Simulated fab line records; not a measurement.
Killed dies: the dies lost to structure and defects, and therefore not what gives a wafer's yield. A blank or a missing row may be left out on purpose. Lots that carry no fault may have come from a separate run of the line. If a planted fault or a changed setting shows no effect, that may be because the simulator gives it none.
Problem report, 8D (eight disciplines) form, completed by code || flow berkeleyCmos170 || the parts of the form that need people (team, actions taken, sign-off) are left out

## 1. THE PROBLEM
Across 9 wafers from 3 lots, GATE_OXIDE_THK at UCB170_GATE_THK_MEAS_02 averages 8.81 nm, while fault-free wafers read 6.54 nm with a standard deviation of 0.17. That is +13 standard deviations from the usual mean.
Earliest sighting: wafer L113.1 on filmMetro-01 at day 8 15:20. At this step, 45 wafers from 15 lots have a number in the record. The rule behind "out" and "out of limits": a value lying over 4 standard deviations away from the usual mean. All remaining wafers that have a number are taken as sound.

## 2. WHAT THIS IS AND IS NOT
{"question": "which readings at this step", "is": "GATE_OXIDE_THK", "is not": "-"}
{"question": "which lots", "is": "L113, L114, L115", "is not": "L104, L106, L107, L108, L109, L110, L111, L112, L119, L125, L126, L127"}
{"question": "which wafers of those lots", "is": "all that have a number", "is not": "-"}
{"question": "read on which gauges", "is": "filmMetro-01, filmMetro-02, filmMetro-04", "is not": "-"}
{"question": "when", "is": "from day 8 15:20", "is not": "up to then (24 sound wafers); but 12 sound wafers of L119, L125, L126, L127 came after"}

## 3. WHAT RULES OUT EACH SUSPECT
Counting: a tool stays on the suspect list if, at a process step up to the reading, it processed all lots that are out and no sound lot following the first of them.
- ruled out: the gauge at UCB170_GATE_THK_MEAS_02. The wafers that are out were read on 3 gauges (filmMetro-01, filmMetro-02, filmMetro-04).
- furnace-04 at UCB170_GATE_OXIDATION_01 (target thk 6.6 nm, ox time 1800 s): kept. Every lot that is out went through it, starting with L113 (day 8 13:50), and after that it ran no sound lot; the last sound lot it ran before then is L111 (day 8 03:29).
Remaining after the count: furnace-04 at UCB170_GATE_OXIDATION_01.

## 4. THE CAUSE (what the simulator had put in)
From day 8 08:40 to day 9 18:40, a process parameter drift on furnace-04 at UCB170_GATE_OXIDATION_01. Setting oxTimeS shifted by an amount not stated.
The count eliminated every tool but this one.

## 5. THE CHAIN OF EFFECTS, in route order
Each row: a reading whose mean over the struck wafers that have a number lies more than 3 standard deviations from the usual. Only readings whose record carries a usual standard deviation are examined. hours: median over the lots of the time between each lot's start at the first step of this table that gives one and its start at this step. sigmas: the change, counted in usual standard deviations.
{"hours": 0, "step": "UCB170_GATE_THK_MEAS_02", "reading": "GATE_OXIDE_THK", "usual": "6.54 nm", "on struck wafers": 8.81, "change": "+2.27", "sigmas": "+13"}
Later steps that measure or inspect, where all struck wafers having a row at the step show a number for every such reading and not one has moved that far: UCB170_NLDD_OVL_MEAS_07.

## 6. WHAT WOULD HAVE CAUGHT IT SOONER
7 hours passed between the start of the fault at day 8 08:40 and the first reading out of limits at a measuring or inspecting step in this record, taken at day 8 15:20.
Of the tool readings at UCB170_GATE_OXIDATION_01 for which the record gives a usual standard deviation, none was out on any struck wafer, so an alarm limit of 4 standard deviations on them would not have fired.
Each of the lots that are out, 3 in all, had begun UCB170_GATE_OXIDATION_01 on furnace-04 no later than day 8 15:20. Had the tool been put on hold then, not one of them would have been saved.
